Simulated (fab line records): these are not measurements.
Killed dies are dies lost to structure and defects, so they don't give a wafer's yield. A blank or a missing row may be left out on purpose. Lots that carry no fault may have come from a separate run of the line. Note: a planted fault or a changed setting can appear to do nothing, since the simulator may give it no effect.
What tool caused it? -- flow berkeley cmos170 -- 42 wafers from 14 lots sampled at 3 of the route's 331 steps

WHAT THE GAUGES SHOWED, per wafer
UCB170_START_THK_MEAS_03.
lot,measured,on,START_OXIDE_THK (nm)
L824,day 1 14:46,film metro-03,20.7 20.7 20.5
L825,day 1 21:18,film metro-02,19.9 19.8 19.9
L826,day 2 03:17,film metro-02,20.0 20.2 20.2
L830,day 2 17:54,film metro-04,20.0 19.9 19.9
L831,day 3 03:50,film metro-04,19.4 19.2 19.2
L832,day 3 03:50,film metro-03,19.8 19.7 19.4
L833,day 3 13:25,film metro-03,20.4 20.2 20.2
L834,day 3 19:14,film metro-03,20.1 20.2 20.4
L837,day 4 04:44,film metro-02,20.3 20.3 20.1
L838,day 4 13:05,film metro-02,20.5 20.4 20.4
L840,day 4 23:43,film metro-04,19.6 19.7 19.3
L843,day 5 15:05,film metro-02,20.4 20.6 20.3
L845,day 6 05:00,film metro-02,20.2 19.9 20.2
L847,day 6 17:07,film metro-04,20.0 20.2 20.2

UCB170_NWELL_TW_MEAS_16.
lot,measured,on,NWELL_TW
L824,day 2 14:41,film metro-01,1268 1271 1273
L825,day 2 21:44,film metro-03,1250 1246 1249
L826,day 3 05:07,film metro-01,1275 1275 1271
L830,day 3 12:38,film metro-03,1242 1244 1244
L831,day 4 06:43,film metro-01,1262 1273 1266
L832,day 4 06:25,film metro-04,1242 1245 1240
L833,day 4 11:46,film metro-01,1270 1267 1272
L834,day 4 18:09,film metro-04,1241 1244 1245
L837,day 5 01:21,film metro-04,1249 1251 1249
L838,day 5 10:14,film metro-03,1239 1237 1246
L840,day 5 20:08,film metro-01,1258 1264 1262
L843,day 7 00:06,film metro-03,1245 1238 1237
L845,day 7 08:33,film metro-01,1271 1264 1267
L847,day 7 19:33,film metro-01,1263 1263 1262

WHICH TOOL RAN EACH LOT (tool, then ch and the chambers of the sampled wafers, then the start)
lot,UCB170_ZERO_STRIP_07
L824,"plasma asher-03 ch 0,1, day 1 21:02"
L825,"plasma asher-03 ch 0,1, day 2 05:31"
L826,"plasma asher-04 ch 0,1, day 2 11:14"
L830,"plasma asher-01 ch 0,1, day 2 20:49"
L831,"plasma asher-03 ch 0,1, day 3 11:06"
L832,"plasma asher-01 ch 1, day 3 11:09"
L833,"plasma asher-04 ch 0,1, day 3 20:27"
L834,"plasma asher-03 ch 0,1, day 4 02:46"
L837,"plasma asher-03 ch 0,1, day 4 11:29"
L838,"plasma asher-04 ch 0,1, day 4 18:22"
L840,"plasma asher-03 ch 1, day 5 03:22"
L843,"plasma asher-04 ch 0,1, day 5 21:36"
L845,"plasma asher-03 ch 0,1, day 6 17:40"
L847,"plasma asher-03 ch 0,1, day 6 23:51"
- UCB170_ZERO_STRIP_07: strips in O2.

WHAT THE TOOLS THEMSELVES READ (means of the sampled wafers that have a number; where no wafer has one, the mark that the record gives instead)
UCB170_ZERO_STRIP_07.
lot,tool,drypump motor current A (A),oes product au (a.u.),strip time to endpoint s (s)
L824,plasma asher-03,5.60,0.728,21.41
L825,plasma asher-03,5.60,0.725,21.49
L826,plasma asher-04,5.51,0.727,21.40
L830,plasma asher-01,5.26,0.727,21.54
L831,plasma asher-03,5.58,0.727,21.59
L832,plasma asher-01,5.83,0.724,21.51
L833,plasma asher-04,5.61,0.729,21.55
L834,plasma asher-03,5.44,0.723,21.49
L837,plasma asher-03,5.44,0.729,21.54
L838,plasma asher-04,5.62,0.731,21.50
L840,plasma asher-03,5.29,0.721,21.53
L843,plasma asher-04,5.50,0.729,21.41
L845,plasma asher-03,5.61,0.727,21.45
L847,plasma asher-03,5.44,0.731,21.46

THE ANSWER, worked out from the rows above alone
Rule: what is usual is taken from the lots themselves. The widest of any qualifying gaps counts: lots, ordered by their means at a reading, are off when they make up no more than a third of the lots, leave a main group of 4 or more, and stand apart from it by 3 or more times the standard deviation of that group's means. If all means in a main group match to the digits the tables above print for the reading, that group is not used. A lot without any number at a reading at which 4 lots or more have one is off too. Any other lot the step has rows for is counted as sound. First the gauges in route order, then the tools' own readings, where a lot's mean is used as printed above. The first step at which some lot is off is used, and at that step the reading that is off furthest; a lot without a number counts as furthest.
No lot is off on any of the readings shown, so nothing can be concluded from this.

WHAT WAS PUT IN BY THE SIMULATOR
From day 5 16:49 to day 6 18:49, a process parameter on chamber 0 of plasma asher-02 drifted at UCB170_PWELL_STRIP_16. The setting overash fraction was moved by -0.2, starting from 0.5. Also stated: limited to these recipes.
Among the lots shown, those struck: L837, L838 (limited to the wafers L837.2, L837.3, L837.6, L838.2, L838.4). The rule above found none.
